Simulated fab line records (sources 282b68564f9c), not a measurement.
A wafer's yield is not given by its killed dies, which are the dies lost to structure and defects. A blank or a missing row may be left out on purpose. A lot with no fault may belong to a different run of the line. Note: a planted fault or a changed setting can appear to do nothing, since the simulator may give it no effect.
What tool caused it?	flow rit-cmos	Sampling: 7 lots, 21 wafers, 2 of 202 route steps

WHAT THE GAUGES READ, wafer by wafer
RIT_SDANNEAL_RS_MEAS_04: uses a four-point probe to measure.
lot	measured	on	PSD_RS (ohm/sq)
L317	day 3 13:32	film-metro-01	115.78 115.95 115.94
L320	day 4 03:23	film-metro-03	115.29 115.74 115.84
L322	day 4 19:19	film-metro-01	115.98 115.59 115.58
L324	day 5 03:11	film-metro-01	115.60 115.30 116.16
L328	day 5 19:13	film-metro-02	115.98 115.63 115.43
L331	day 6 08:39	film-metro-01	116.15 116.04 115.95
L337	day 7 15:11	film-metro-02	116.02 116.30 116.03

EACH LOT AND THE TOOL THAT RAN IT (in order: tool; ch and the chambers of the sampled wafers; start)
lot	RIT_SDANNEAL_RTA_03
L317	rtp-anneal-02 ch 0, day 3 13:28
L320	rtp-anneal-01 ch 0, day 4 03:19
L322	rtp-anneal-01 ch 0, day 4 19:15
L324	rtp-anneal-01 ch 0, day 5 03:07
L328	rtp-anneal-01 ch 0, day 5 19:08
L331	rtp-anneal-01 ch 0, day 6 08:35
L337	rtp-anneal-01 ch 0, day 7 15:08
- RIT_SDANNEAL_RTA_03: time 5 s.

THE ANSWER, worked out from the rows above alone
Rule: usual is defined by the lots themselves. The widest of any qualifying gaps counts: lots, ordered by their means at a reading, are off when they make up no more than a third of the lots, leave a main group of 4 or more, and stand apart from it by 3 or more times the standard deviation of that group's means. If all means in a main group match to the digits the tables above print for the reading, that group is not used. A lot without any number at a reading at which 4 lots or more have one is off too. Any other lot the step has rows for is counted as sound.
Nothing can be told from this: no lot is off at any reading shown.

WHAT THE SIMULATOR HAD INSERTED
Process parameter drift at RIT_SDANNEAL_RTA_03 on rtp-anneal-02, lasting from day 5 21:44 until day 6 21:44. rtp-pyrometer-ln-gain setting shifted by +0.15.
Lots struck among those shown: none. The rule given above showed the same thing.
